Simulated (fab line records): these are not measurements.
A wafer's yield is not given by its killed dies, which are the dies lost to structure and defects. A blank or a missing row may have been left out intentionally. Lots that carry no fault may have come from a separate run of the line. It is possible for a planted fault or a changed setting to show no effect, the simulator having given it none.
What tool caused it? / flow berkeley cmos170 / 14 lots, 42 wafers sampled, at 3 steps of a route of 331

WHAT THE GAUGES READ, wafer by wafer
UCB170_M1_CD_MEAS_90: target cd 700 nm. Usual: cd nm reads 699.4 nm (standard deviation 3).
lot=L824; measured=day 7 19:55; on=cd sem-02; cd nm (nm)=700.1 704.2 704.1; flag=
lot=L823; measured=day 7 21:40; on=cd sem-02; cd nm (nm)=701.7 700.9 701.5; flag=
lot=L826; measured=day 8 01:30; on=cd sem-01; cd nm (nm)=696.0 693.4 699.7; flag=
lot=L827; measured=day 8 02:06; on=cd sem-02; cd nm (nm)=- - -; flag=OFF
lot=L829; measured=day 8 19:04; on=cd sem-02; cd nm (nm)=- - -; flag=OFF
lot=L831; measured=day 9 01:31; on=cd sem-02; cd nm (nm)=696.2 698.7 700.5; flag=
lot=L835; measured=day 10 00:59; on=cd sem-02; cd nm (nm)=698.6 694.8 697.7; flag=
lot=L836; measured=day 10 15:11; on=cd sem-01; cd nm (nm)=704.8 699.0 706.3; flag=
lot=L839; measured=day 10 22:58; on=cd sem-02; cd nm (nm)=700.9 695.1 701.0; flag=
lot=L838; measured=day 11 00:54; on=cd sem-01; cd nm (nm)=696.1 699.2 695.5; flag=
lot=L842; measured=day 11 17:29; on=cd sem-01; cd nm (nm)=696.3 699.2 697.7; flag=
lot=L841; measured=day 11 17:38; on=cd sem-01; cd nm (nm)=701.8 703.3 704.4; flag=
lot=L844; measured=day 12 03:17; on=cd sem-02; cd nm (nm)=695.7 696.5 696.5; flag=
lot=L845; measured=day 12 04:59; on=cd sem-01; cd nm (nm)=693.1 703.0 701.3; flag=

EACH LOT AND THE TOOL THAT RAN IT (in order: tool; ch and the chambers of the sampled wafers; start)
lot=L824; UCB170_M1_ETCH_11=rie diel-03 ch 0,1,2, day 7 19:37; UCB170_M1_METAL_ETCH_12=rie metal-02 ch 1, day 7 19:40
lot=L823; UCB170_M1_ETCH_11=rie diel-03 ch 0,1,2, day 7 21:20; UCB170_M1_METAL_ETCH_12=rie metal-03 ch 0,1, day 7 21:26
lot=L826; UCB170_M1_ETCH_11=rie diel-01 ch 0,1, day 8 01:14; UCB170_M1_METAL_ETCH_12=rie metal-04 ch 0,1, day 8 01:16
lot=L827; UCB170_M1_ETCH_11=rie diel-04 ch 0,1,2, day 8 01:47; UCB170_M1_METAL_ETCH_12=rie metal-02 ch 0,1, day 8 01:52
lot=L829; UCB170_M1_ETCH_11=rie diel-03 ch 1,2, day 8 18:47; UCB170_M1_METAL_ETCH_12=rie metal-02 ch 0,1, day 8 18:50
lot=L831; UCB170_M1_ETCH_11=rie diel-04 ch 2,3, day 9 01:13; UCB170_M1_METAL_ETCH_12=rie metal-02 ch 0,1, day 9 01:15
lot=L835; UCB170_M1_ETCH_11=rie diel-04 ch 0,1, day 10 00:43; UCB170_M1_METAL_ETCH_12=rie metal-04 ch 0,1, day 10 00:45
lot=L836; UCB170_M1_ETCH_11=rie diel-03 ch 0,1,3, day 10 14:53; UCB170_M1_METAL_ETCH_12=rie metal-03 ch 0,1, day 10 14:56
lot=L839; UCB170_M1_ETCH_11=rie diel-01 ch 0,1, day 10 22:38; UCB170_M1_METAL_ETCH_12=rie metal-02 ch 0,1, day 10 22:43
lot=L838; UCB170_M1_ETCH_11=rie diel-04 ch 0,1,2, day 11 00:37; UCB170_M1_METAL_ETCH_12=rie metal-03 ch 0,1, day 11 00:40
lot=L842; UCB170_M1_ETCH_11=rie diel-04 ch 0,1,2, day 11 17:12; UCB170_M1_METAL_ETCH_12=rie metal-04 ch 0,1, day 11 17:15
lot=L841; UCB170_M1_ETCH_11=rie diel-03 ch 0,2,3, day 11 17:17; UCB170_M1_METAL_ETCH_12=rie metal-02 ch 0,1, day 11 17:22
lot=L844; UCB170_M1_ETCH_11=rie diel-03 ch 1,2,3, day 12 03:01; UCB170_M1_METAL_ETCH_12=rie metal-04 ch 0,1, day 12 03:03
lot=L845; UCB170_M1_ETCH_11=rie diel-01 ch 0,1,2, day 12 04:43; UCB170_M1_METAL_ETCH_12=rie metal-03 ch 0,1, day 12 04:45
- UCB170_M1_ETCH_11: etches BARC in N2/H2.
- UCB170_M1_METAL_ETCH_12: etches Al in Cl2/BCl3, stops on PSG, target depth 780 nm, time 130 s.

WHAT THE TOOLS THEMSELVES READ (means of the sampled wafers that have a number; where no wafer has one, the mark that the record gives instead)
UCB170_M1_ETCH_11. Usual: bias w 100.0 W, standard deviation 0.31; chamber pressure mTorr 29.996 mTorr, standard deviation 0.028; drypump motor current A 5.5 A, standard deviation 0.46; oes product au 1.004 a.u., standard deviation 0.022; rf fwd power W 494.9 W, standard deviation 1.9; throttle valve pct 13.31 %, standard deviation 0.13.
lot=L824; tool=rie diel-03; bias w (W)=99.6; chamber pressure mTorr (mTorr)=30.000; drypump motor current A (A)=5.6; oes product au (a.u.)=1.019; rf fwd power W (W)=494.4; throttle valve pct (%)=13.25; flag=
lot=L823; tool=rie diel-03; bias w (W)=99.9; chamber pressure mTorr (mTorr)=29.987; drypump motor current A (A)=5.6; oes product au (a.u.)=1.023; rf fwd power W (W)=495.2; throttle valve pct (%)=13.25; flag=
lot=L826; tool=rie diel-01; bias w (W)=99.8; chamber pressure mTorr (mTorr)=29.997; drypump motor current A (A)=5.3; oes product au (a.u.)=1.020; rf fwd power W (W)=495.7; throttle valve pct (%)=13.48; flag=
lot=L827; tool=rie diel-04; bias w (W)=-; chamber pressure mTorr (mTorr)=-; drypump motor current A (A)=-; oes product au (a.u.)=-; rf fwd power W (W)=-; throttle valve pct (%)=-; flag=OFF
lot=L829; tool=rie diel-03; bias w (W)=-; chamber pressure mTorr (mTorr)=-; drypump motor current A (A)=-; oes product au (a.u.)=-; rf fwd power W (W)=-; throttle valve pct (%)=-; flag=OFF
lot=L831; tool=rie diel-04; bias w (W)=99.9; chamber pressure mTorr (mTorr)=30.001; drypump motor current A (A)=5.5; oes product au (a.u.)=0.986; rf fwd power W (W)=494.3; throttle valve pct (%)=13.43; flag=
lot=L835; tool=rie diel-04; bias w (W)=100.0; chamber pressure mTorr (mTorr)=29.993; drypump motor current A (A)=6.0; oes product au (a.u.)=0.991; rf fwd power W (W)=498.6; throttle valve pct (%)=13.31; flag=
lot=L836; tool=rie diel-03; bias w (W)=100.1; chamber pressure mTorr (mTorr)=29.988; drypump motor current A (A)=5.5; oes product au (a.u.)=1.018; rf fwd power W (W)=496.4; throttle valve pct (%)=13.25; flag=
lot=L839; tool=rie diel-01; bias w (W)=100.0; chamber pressure mTorr (mTorr)=29.979; drypump motor current A (A)=5.3; oes product au (a.u.)=1.027; rf fwd power W (W)=494.9; throttle valve pct (%)=13.48; flag=
lot=L838; tool=rie diel-04; bias w (W)=100.0; chamber pressure mTorr (mTorr)=29.986; drypump motor current A (A)=5.9; oes product au (a.u.)=0.989; rf fwd power W (W)=495.9; throttle valve pct (%)=13.34; flag=
lot=L842; tool=rie diel-04; bias w (W)=100.1; chamber pressure mTorr (mTorr)=29.993; drypump motor current A (A)=6.0; oes product au (a.u.)=0.989; rf fwd power W (W)=493.2; throttle valve pct (%)=13.34; flag=
lot=L841; tool=rie diel-03; bias w (W)=99.9; chamber pressure mTorr (mTorr)=30.002; drypump motor current A (A)=5.8; oes product au (a.u.)=1.034; rf fwd power W (W)=495.5; throttle valve pct (%)=13.21; flag=
lot=L844; tool=rie diel-03; bias w (W)=99.9; chamber pressure mTorr (mTorr)=30.007; drypump motor current A (A)=5.5; oes product au (a.u.)=1.004; rf fwd power W (W)=494.6; throttle valve pct (%)=13.24; flag=
lot=L845; tool=rie diel-01; bias w (W)=100.0; chamber pressure mTorr (mTorr)=29.970; drypump motor current A (A)=5.1; oes product au (a.u.)=1.004; rf fwd power W (W)=495.0; throttle valve pct (%)=13.36; flag=

UCB170_M1_METAL_ETCH_12. Usual: bcl3 flow sccm 45.00 sccm, standard deviation 0.13; bias w 120.1 W, standard deviation 0.36; drypump motor current A 5.7 A, standard deviation 0.38; oes product au 0.858 a.u., standard deviation 0.015; rf fwd power W 597.2 W, standard deviation 2; throttle valve pct 24.36 %, standard deviation 0.12.
lot=L824; tool=rie metal-02; bcl3 flow sccm (sccm)=44.93; bias w (W)=120.0; drypump motor current A (A)=5.7; oes product au (a.u.)=0.873; rf fwd power W (W)=599.7; throttle valve pct (%)=24.20; flag=
lot=L823; tool=rie metal-03; bcl3 flow sccm (sccm)=44.97; bias w (W)=120.0; drypump motor current A (A)=5.6; oes product au (a.u.)=0.846; rf fwd power W (W)=598.9; throttle valve pct (%)=24.34; flag=
lot=L826; tool=rie metal-04; bcl3 flow sccm (sccm)=45.16; bias w (W)=120.1; drypump motor current A (A)=5.4; oes product au (a.u.)=0.848; rf fwd power W (W)=597.8; throttle valve pct (%)=24.40; flag=
lot=L827; tool=rie metal-02; bcl3 flow sccm (sccm)=44.98; bias w (W)=119.9; drypump motor current A (A)=5.6; oes product au (a.u.)=0.373; rf fwd power W (W)=598.6; throttle valve pct (%)=24.61; flag=OFF
lot=L829; tool=rie metal-02; bcl3 flow sccm (sccm)=45.04; bias w (W)=119.8; drypump motor current A (A)=5.6; oes product au (a.u.)=0.377; rf fwd power W (W)=597.7; throttle valve pct (%)=24.61; flag=OFF
lot=L831; tool=rie metal-02; bcl3 flow sccm (sccm)=44.95; bias w (W)=120.3; drypump motor current A (A)=5.7; oes product au (a.u.)=0.867; rf fwd power W (W)=597.5; throttle valve pct (%)=24.37; flag=
lot=L835; tool=rie metal-04; bcl3 flow sccm (sccm)=44.97; bias w (W)=120.0; drypump motor current A (A)=5.3; oes product au (a.u.)=0.857; rf fwd power W (W)=596.3; throttle valve pct (%)=24.39; flag=
lot=L836; tool=rie metal-03; bcl3 flow sccm (sccm)=44.99; bias w (W)=120.3; drypump motor current A (A)=5.7; oes product au (a.u.)=0.848; rf fwd power W (W)=597.5; throttle valve pct (%)=24.36; flag=
lot=L839; tool=rie metal-02; bcl3 flow sccm (sccm)=45.02; bias w (W)=120.3; drypump motor current A (A)=5.7; oes product au (a.u.)=0.868; rf fwd power W (W)=596.4; throttle valve pct (%)=24.28; flag=
lot=L838; tool=rie metal-03; bcl3 flow sccm (sccm)=44.91; bias w (W)=119.9; drypump motor current A (A)=5.8; oes product au (a.u.)=0.850; rf fwd power W (W)=596.2; throttle valve pct (%)=24.44; flag=
lot=L842; tool=rie metal-04; bcl3 flow sccm (sccm)=45.03; bias w (W)=120.2; drypump motor current A (A)=5.8; oes product au (a.u.)=0.866; rf fwd power W (W)=596.5; throttle valve pct (%)=24.32; flag=
lot=L841; tool=rie metal-02; bcl3 flow sccm (sccm)=45.04; bias w (W)=120.1; drypump motor current A (A)=5.6; oes product au (a.u.)=0.854; rf fwd power W (W)=598.2; throttle valve pct (%)=24.38; flag=
lot=L844; tool=rie metal-04; bcl3 flow sccm (sccm)=44.99; bias w (W)=120.0; drypump motor current A (A)=5.8; oes product au (a.u.)=0.867; rf fwd power W (W)=596.9; throttle valve pct (%)=24.32; flag=
lot=L845; tool=rie metal-03; bcl3 flow sccm (sccm)=44.98; bias w (W)=119.7; drypump motor current A (A)=5.7; oes product au (a.u.)=0.855; rf fwd power W (W)=598.7; throttle valve pct (%)=24.35; flag=

THE ANSWER, worked out from the rows above alone
Rule: take the mean of a lot's wafers that have a number; if it is more than 3 standard deviations from the usual mean, the lot is off. Also off: a lot with no number at a reading for which 4 or more lots have one. All remaining lots with rows at the step are treated as sound. After the gauges, taken in route order, come the tools' own readings; for these a lot's mean is taken, as printed above. The first step at which some lot is off is used, and at that step the reading that is off furthest; a lot without a number counts as furthest.
Off at UCB170_M1_CD_MEAS_90 (cd nm): L827, L829. Without a number there: L827, L829.
A tool fits if, at a process step before that reading, it ran every lot that is off, and no sound lot after the first of them. Not tried: the gauges at UCB170_M1_CD_MEAS_90; whatever is off there is also off at UCB170_M1_ETCH_11, on other tools, and gauge error can't account for it. No candidate that was tried fits.

WHAT WAS PUT IN BY THE SIMULATOR
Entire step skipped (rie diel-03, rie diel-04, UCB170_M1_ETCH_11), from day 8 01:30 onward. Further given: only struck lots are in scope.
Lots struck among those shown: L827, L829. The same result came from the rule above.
